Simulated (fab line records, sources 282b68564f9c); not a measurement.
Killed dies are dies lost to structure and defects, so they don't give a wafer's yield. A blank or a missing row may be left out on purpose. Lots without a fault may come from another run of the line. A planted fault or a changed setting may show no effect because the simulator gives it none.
Split-lot experiment | flow rit_cmos | 5 lots, 23 wafers read, on a route of 202 steps

THE SPLIT
At RIT_PLDD_IMPLANT_08, the setting energy_kev was moved away from the recipe's 20 on 6 of the 23 wafers read, by -3.0% to +4.5%. The other wafers ran this setting at the recipe's value.

The reading is taken at the split's own step.

THE READING
implant.drp_nm (the simulator's own value, which no gauge read), in nm, at RIT_PLDD_IMPLANT_08. The file gives no usual value for it.

wafer  | tool, chamber at the split | energy_kev as run | against the recipe | implant.drp_nm, nm | against lot-mates on the recipe
L075.1 | implanter-01, 0            | 20.75             | +3.8%              | 10.01              | +0.258
L075.3 | implanter-01, 0            | 20.75             | +3.8%              | 10.01              | +0.258
L075.4 | implanter-01, 0            | 20                | recipe             | 9.752              | -
L075.5 | implanter-01, 0            | 20                | recipe             | 9.752              | -
L075.6 | implanter-01, 0            | 20                | recipe             | 9.752              | -
L076.1 | implanter-03, 0            | 20                | recipe             | 9.752              | -
L076.2 | implanter-03, 0            | 20                | recipe             | 9.752              | -
L076.3 | implanter-03, 0            | 20                | recipe             | 9.752              | -
L076.4 | implanter-03, 0            | 20                | recipe             | 9.752              | -
L076.5 | implanter-03, 0            | 20                | recipe             | 9.752              | -
L077.1 | implanter-01, 0            | 20                | recipe             | 9.752              | -
L077.3 | implanter-01, 0            | 20                | recipe             | 9.752              | -
L077.6 | implanter-01, 0            | 20                | recipe             | 9.752              | -
L077.2 | implanter-01, 0            | 19.39             | -3.0%              | 9.542              | -0.210
L077.5 | implanter-01, 0            | 19.39             | -3.0%              | 9.542              | -0.210
L082.2 | implanter-01, 0            | 20                | recipe             | 9.752              | -
L082.5 | implanter-01, 0            | 20                | recipe             | 9.752              | -
L082.6 | implanter-01, 0            | 20                | recipe             | 9.752              | -
L085.1 | implanter-03, 0            | 20.9              | +4.5%              | 10.06              | +0.308
L085.2 | implanter-03, 0            | 20.9              | +4.5%              | 10.06              | +0.308
L085.4 | implanter-03, 0            | 20                | recipe             | 9.752              | -
L085.5 | implanter-03, 0            | 20                | recipe             | 9.752              | -
L085.6 | implanter-03, 0            | 20                | recipe             | 9.752              | -

THE FIT
A straight line over all 23 wafers: implant.drp_nm changes by +0.0687 nm for each +1% of energy_kev; r = +1.00; the points scatter about the line by 0.00037 nm.
The same after taking each lot's own level away (the mean of its wafers on the recipe; 23 wafers): +0.0687 nm for each +1%; r = +1.00; scatter 0.00037 nm.
On that fit, the largest move of energy_kev shifts the reading by 0.31 nm.
The lots' own levels span 9.7520 to 9.7520 nm.
So the lot-to-lot level changes the slope little: the two slopes agree.
Check: with one of the wafers moved furthest among these (+4.5%) left out of the fit, the line predicts +0.309 nm for it against its lot-mates. It came out at +0.308 nm against them.

OTHER SPLITS ON THESE WAFERS
These wafers also went through other splits before the reading. Each is held against what the fit with the lots' levels taken away leaves over:
other split on the same wafers   | wafers away from the commonest value | r with implant.drp_nm (lot level and that fit taken away)
RIT_ACTIVE_COAT_06 resist_thk_nm | 8                                    | -0.22
RIT_FOX1_OXIDATION_00 temp_c     | 15                                   | -0.47
RIT_NWELL_COAT_01 spin_rpm       | 10                                   | +0.35
RIT_NWELL_HARDBAKE_07 temp_c     | 12                                   | -0.46
RIT_NWELL_IMPLANT_08 energy_kev  | 6                                    | +0.20
RIT_NRETRO_IMPLANT_08 energy_kev | 8                                    | -0.12
RIT_PRETRO_COAT_01 spin_rpm      | 9                                    | -0.06
RIT_PRETRO_IMPLANT_08 dose_cm2   | 8                                    | -0.21
RIT_GATE_COAT_11 spin_rpm        | 10                                   | -0.07
RIT_GATE_DEVELOP_15 dev_temp_c   | 5                                    | +0.24
RIT_NLDD_IMPLANT_08 dose_cm2     | 8                                    | -0.11

THE FILE'S OWN FIT
implant.drp_nm changes by +0.0682 nm for each +1% of energy_kev, r = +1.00.
